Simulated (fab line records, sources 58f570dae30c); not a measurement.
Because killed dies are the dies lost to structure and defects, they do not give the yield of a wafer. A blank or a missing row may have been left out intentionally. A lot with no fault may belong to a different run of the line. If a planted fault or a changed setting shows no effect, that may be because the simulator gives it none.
fab line records -- flow berkeley-cmos170
[record] lots = 14, wafers = 42, last-day = 12
route steps=331 shown SPACER@173 PLDD@208
lots that met no fault: taken from a fault-free run of the same line
start-h: hours from the record's first day to the start of the lot's first wafer shown -- wait-h: time in hours since the lot's previous step -- " the same as in the row above -- L1.1+2: one row covering several wafers at once -- - either no value or no given start -- * or withheld: withheld -- < > ~ a bound
route shown NAME@n: a module of which the file shows steps, and the number in the route of the first -- usual: the fault-free wafers' mean and standard deviation -- same: alike in all rows -- chamber/n: place in a boat -- sites: each site's reading -- _std_site: how widely they spread, as a standard deviation -- _edge_site: inner sites' mean taken away from outer sites' mean -- radius-mm: how far each site lies from the wafer's centre -- mask NAME#n: copy n -- behind: the tool/chamber that last shaped the wafer -- hold: why the lot was held/for how many hours/how that ended -- device: the n, p or np transistor that did not switch -- end of line: at the end of the route, the tests of the same wafers -- for a step that has no rows: nothing shown but its recipe -- killed: dies lost to structure and defects at the first sort, not the wafer's yield -- map: a wafer's dies, x killed, . not, _ none there
set.NAME: the setting that was run; set.NAME@STEP: the one run at that earlier step -- model.NAME: the simulator's own value behind a step, which no gauge read
one table for each step of the route and one row for each wafer, over a sample of lots
services: a tool's chamber out of use, with start hour (start-h, from the record's first day; less than 0 if before it), hours out, and reason
[[steps]]
[step UCB170_SPACER_ANNEAL_02]
[recipe] temp-c = 900, time-s = 1800, ambient = N2
lot.wafer,tool,chamber,start-h,wait-h
L292.3+5+6,furnace-04,0,150.75,3.3
L293.2+3+6,furnace-04,0,150.75,3.4
L294.4+5+6,furnace-04,0,150.75,3.9
L295.3+5+6,furnace-04,0,156.42,1.6
L296.1+2+5,furnace-04,0,156.42,1.7
L297.1+2+3,furnace-02,0,163.99,0.6
L298.1+3+6,furnace-02,0,163.99,2.3
L299.1+3+6,furnace-02,0,163.99,0.6
L303.3+5+6,furnace-02,0,193.91,4.5
L309.2+3+5,furnace-02,0,224.39,2.5
L310.1+3+6,furnace-02,0,224.39,2.2
L311.4+5+6,furnace-02,0,239.91,3.6
L312.1+3+6,furnace-02,0,239.91,3.4
L313.1+5+6,furnace-04,0,249.20,2.1
[step UCB170_SDANNEAL_RS_MEAS_04]
[recipe] thk-meas-gauge = four-point-probe
[usual] PLDD_RS = 1032.2/2.9
lot.wafer,tool,chamber,start-h,wait-h,PLDD_RS[ohm/sq]
L293.2,film-metro-03,-,158.18,0.1,1033.6
L293.3,film-metro-03,-,158.18,0.1,1028.5
L293.6,film-metro-03,-,158.18,0.1,1031.3
L294.4,film-metro-03,-,159.09,0.1,1027.8
L294.5,film-metro-03,-,159.09,0.1,1029.1
L294.6,film-metro-03,-,159.09,0.1,1025.7
L292.3,film-metro-04,-,159.28,0.1,1028.8
L292.5,film-metro-04,-,159.28,0.1,1029.1
L292.6,film-metro-04,-,159.28,0.1,1032.1
L296.1,film-metro-02,-,164.49,0.1,1043.1
L296.2,film-metro-02,-,164.49,0.1,1042.9
L296.5,film-metro-02,-,164.49,0.1,1040.3
L295.3,film-metro-04,-,164.53,0.1,1045.1
L295.5,film-metro-04,-,164.53,0.1,1045.0
L295.6,film-metro-04,-,164.53,0.1,1043.5
L297.1,film-metro-03,-,173.78,0.1,1033.4
L297.2,film-metro-03,-,173.78,0.1,1031.5
L297.3,film-metro-03,-,173.78,0.1,1028.7
L298.1,film-metro-04,-,173.81,0.1,1034.3
L298.3,film-metro-04,-,173.81,0.1,1032.1
L298.6,film-metro-04,-,173.81,0.1,1034.0
L299.1,film-metro-03,-,174.26,0.1,1033.0
L299.3,film-metro-03,-,174.26,0.1,1026.3
L299.6,film-metro-03,-,174.26,0.1,1030.5
L303.3,film-metro-03,-,201.94,0.1,1030.7
L303.5,film-metro-03,-,201.94,0.1,1029.1
L303.6,film-metro-03,-,201.94,0.1,1026.1
L309.2,film-metro-03,-,231.72,0.1,1035.1
L309.3,film-metro-03,-,231.72,0.1,1038.0
L309.5,film-metro-03,-,231.72,0.1,1033.1
L310.1,film-metro-02,-,232.12,0.1,1031.0
L310.3,film-metro-02,-,232.12,0.1,1033.2
L310.6,film-metro-02,-,232.12,0.1,1032.4
L311.4,film-metro-03,-,246.80,0.1,1032.4
L311.5,film-metro-03,-,246.80,0.1,1034.7
L311.6,film-metro-03,-,246.80,0.1,1035.9
L312.1,film-metro-04,-,247.23,0.1,1032.7
L312.3,film-metro-04,-,247.23,0.1,1029.3
L312.6,film-metro-04,-,247.23,0.1,1033.3
L313.1,film-metro-04,-,256.71,0.1,1034.3
L313.5,film-metro-04,-,256.71,0.1,1032.0
L313.6,film-metro-04,-,256.71,0.1,1036.1
[[services]]
tool,chamber,start-h,hours,kind
furnace-04,-,183.23,2.8,pm
furnace-02,-,187.69,3.6,pm
[[key]]
[first-sign] step = UCB170_SDANNEAL_RS_MEAS_04, reading = PLDD_RS, direction = up, sigmas = 3.8, usual = 1032.2, struck = 1043.3
effect none on later readings
met-at UCB170_SPACER_ANNEAL_02
struck-lots L295,L296
tester-left-out L295,L296
onset-between 150.75 156.42
[fault] kind = process-parameter-drift, tool = furnace-04, chamber = -, onset-h = 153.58, steps = UCB170_SPACER_ANNEAL_02, channel = time-s, offset = *, shape = step, end-h = 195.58, acts-in = *, stated = *
// tester-left-out: of these lots the tester's yield and bins aren't shown, on N5 and GAA mostly nor the transistor test; their killed dies are dies lost to structure and defects alone, not to doping, threshold or leakage, so they don't give the yield
